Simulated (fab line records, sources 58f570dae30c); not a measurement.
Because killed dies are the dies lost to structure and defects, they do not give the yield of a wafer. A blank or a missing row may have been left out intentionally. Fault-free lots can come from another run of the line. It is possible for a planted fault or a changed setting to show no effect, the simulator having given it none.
Comparing a struck lot with a sound one / flow berkeley cmos170 / 15 out of 331 route steps
Sound: these wafers, L303.1, L303.3, L303.5. The struck wafers were L316.1, L316.3, L316.5. The cause is named last.
For every step that has rows: the tool of each side, followed by ch and its chambers, followed by its first start. Under that, the readings that differ: sound wafers / struck wafers / difference of the means / sigmas: that difference in standard deviations of wafers without a fault.
alike: readings whose means differ by less than 2 such deviations, and words and numbers that are the same on both sides. not compared: withheld readings, readings that some wafer has no value for, bounds like >300 that may hide the same value, and numbers for which the record gives no deviation and whose values overlap.
The two part at a step that has a row with sigmas, a row that says differs or no value, or rows on one side only. Numbers that don't overlap but have no deviation are shown without sigmas and don't part them. A reading missing from all wafers of one side parts the sides only when that side holds two or more wafers.

first, 1 step without rows for these wafers: UCB170_PSD_IMPLANT_08.
UCB170_PSD_STRIP_09: strips in O2.
  sound on plasma asher-02 ch 0,1, day 8 17:41; struck on plasma asher-03 ch 0, day 11 17:01
  alike: drypump motor current A, oes product au, strip time to endpoint s
  not compared: rf hours counter h
UCB170_PSD_TW_MEAS_10:
  struck on film metro-03, day 11 17:07; sound on film metro-01, day 8 17:47
reading=PSD_TW; sound=2352 2357 2341; struck=2305 2313 2322; difference=-37; sigmas=-3
then, 7 steps without rows for these wafers: UCB170_PSD_CLEAN_11 (cleans in SPM, time 600 s); UCB170_NSD_HMDS_00 (prime time 60 s); UCB170_NSD_COAT_01 (resist thk 900 nm); UCB170_NSD_SOFTBAKE_02 (time 60 s); UCB170_NSD_EXPOSE_03 (exposes mask NSELECT MOD, target cd 1200 nm); UCB170_NSD_PEB_04; UCB170_NSD_DEVELOP_05 (develop time 45 s).
UCB170_NSD_CD_MEAS_06: target cd 1200 nm.
  struck on cd sem-01, day 11 18:53; sound on cd sem-02, day 8 19:28
  alike: cd nm
UCB170_NSD_OVL_MEAS_07:
  struck on overlay-01, day 11 19:00; sound on overlay-01, day 8 19:35
  alike: NSD_OVL
UCB170_NSD_IMPLANT_08:
  sound on implanter-02 ch 0, day 8 19:37; struck on implanter-02 ch 0, day 11 19:02
reading=beam energy keV; sound=40.005 40.010 40.018; struck=39.580 39.575 39.578; difference=-0.433; sigmas=-36
reading=model.implant.drp nm (nm); sound=21.16 21.16 21.16; struck=20.96 20.96 20.96; difference=-0.20; sigmas=
UCB170_NSD_STRIP_09: strips in O2.
  sound on plasma asher-02 ch 0,1, day 8 19:46; struck on plasma asher-01 ch 0,1, day 11 19:11
  alike: drypump motor current A, oes product au, strip time to endpoint s
  not compared: rf hours counter h
UCB170_M3_PROBE_99:
  rows exist in the record for the struck wafers here (prober-01, day 12 23:00), but not for the sound ones

## WHERE THEY PART
At UCB170_PSD_TW_MEAS_10 first; at UCB170_M3_PROBE_99 last (within this record only).

WHY: what had been put in by the simulator
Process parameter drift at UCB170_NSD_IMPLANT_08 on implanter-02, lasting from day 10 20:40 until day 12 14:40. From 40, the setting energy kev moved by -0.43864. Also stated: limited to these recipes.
